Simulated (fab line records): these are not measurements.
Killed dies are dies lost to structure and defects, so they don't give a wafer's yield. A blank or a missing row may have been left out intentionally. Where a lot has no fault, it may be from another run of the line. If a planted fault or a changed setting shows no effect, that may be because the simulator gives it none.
8D (eight disciplines) problem report, filled in by code    flow rit-cmos    the parts of the form that need people (team, actions taken, sign-off) are left out

1. PROBLEM STATEMENT
CONTACT_TEOS_THK at RIT_CONTACT_THK_MEAS_01 reads a mean of 326 nm on 2 wafers of 1 lot; wafers without a fault read 404 nm with a standard deviation of 4.8. Relative to the usual mean, that is a shift of -16 standard deviations.
The first sign was on wafer L723.2 at day 5 20:47, on film-metro-02. The record has a number at this step for 39 wafers belonging to 13 lots. By rule, "out" or "out of limits" means more than 4 standard deviations away from the usual mean. All remaining wafers that have a number are taken as sound.

2. WHAT IT IS, AND WHAT IT ISN'T
question                     is                is not
which readings at this step  CONTACT_TEOS_THK  -
which lots                   L723              L710, L711, L714, L715, L717, L718, L719, L720, L728, L730, L731, L733
which wafers of those lots   L723.2, L723.5    L723.3
read on which gauges         film-metro-02     film-metro-03, film-metro-04
when                         from day 5 20:47  up to then (25 sound wafers); but 12 sound wafers of L728, L730, L731, L733 came after

3. SUSPECTS, AND WHAT RULES EACH OUT
Counting: if a tool at a process step up to the reading ran every lot that is out, it stays a suspect. Sound lots after the first of them don't rule it out here, since some wafers of a struck lot are sound.
- the gauge at RIT_CONTACT_THK_MEAS_01: kept. All the wafers that are out were read on film-metro-02, and no step on other tools shows them out.
- pecvd-04 at RIT_CONTACT_CVD_00 (deposits SiO2 from TEOS, target thk 400 nm, time 61 s): kept. It ran the lot that is out, L723 (day 5 20:43); its last sound lot up to then is L720 (day 5 04:41).
- Within pecvd-04 at RIT_CONTACT_CVD_00, the wafers that are out were processed in chamber 0 and their sound lot-mates in chamber 2.
What counting leaves: pecvd-04 at RIT_CONTACT_CVD_00 and film-metro-02 at RIT_CONTACT_THK_MEAS_01.

4. THE CAUSE (what the simulator had put in)
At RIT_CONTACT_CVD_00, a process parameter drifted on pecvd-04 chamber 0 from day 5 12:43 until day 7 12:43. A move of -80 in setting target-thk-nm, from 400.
2 suspects survive the count, and this tool is in that group.

5. SEQUENCE OF EFFECTS, ordered by route
Rows list readings where the struck wafers' mean (over those with a number) sits beyond 3 standard deviations from the usual. Only readings for which the record gives a usual standard deviation are gone through. hours: the time from each lot's start at the first step in this table that gives one to its start at this step, as a median over the lots. sigmas: the change in usual standard deviations.
hours  step                     reading           usual   on struck wafers  change  sigmas
0      RIT_CONTACT_THK_MEAS_01  CONTACT_TEOS_THK  404 nm  326               -78     -16

6. HOW IT WOULD HAVE BEEN CAUGHT EARLIER
8 hours passed between the start of the fault at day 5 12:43 and the first reading out of limits at a measuring or inspecting step in this record, taken at day 5 20:47.
Of the tool readings at RIT_CONTACT_CVD_00 for which the record gives a usual standard deviation, none was out on any struck wafer, so an alarm limit of 4 standard deviations on them would not have fired.
The start of RIT_CONTACT_CVD_00 on pecvd-04 came by day 5 20:47 for every one of the lots that are out (1). Holding the tool at that point would not have protected any of them.
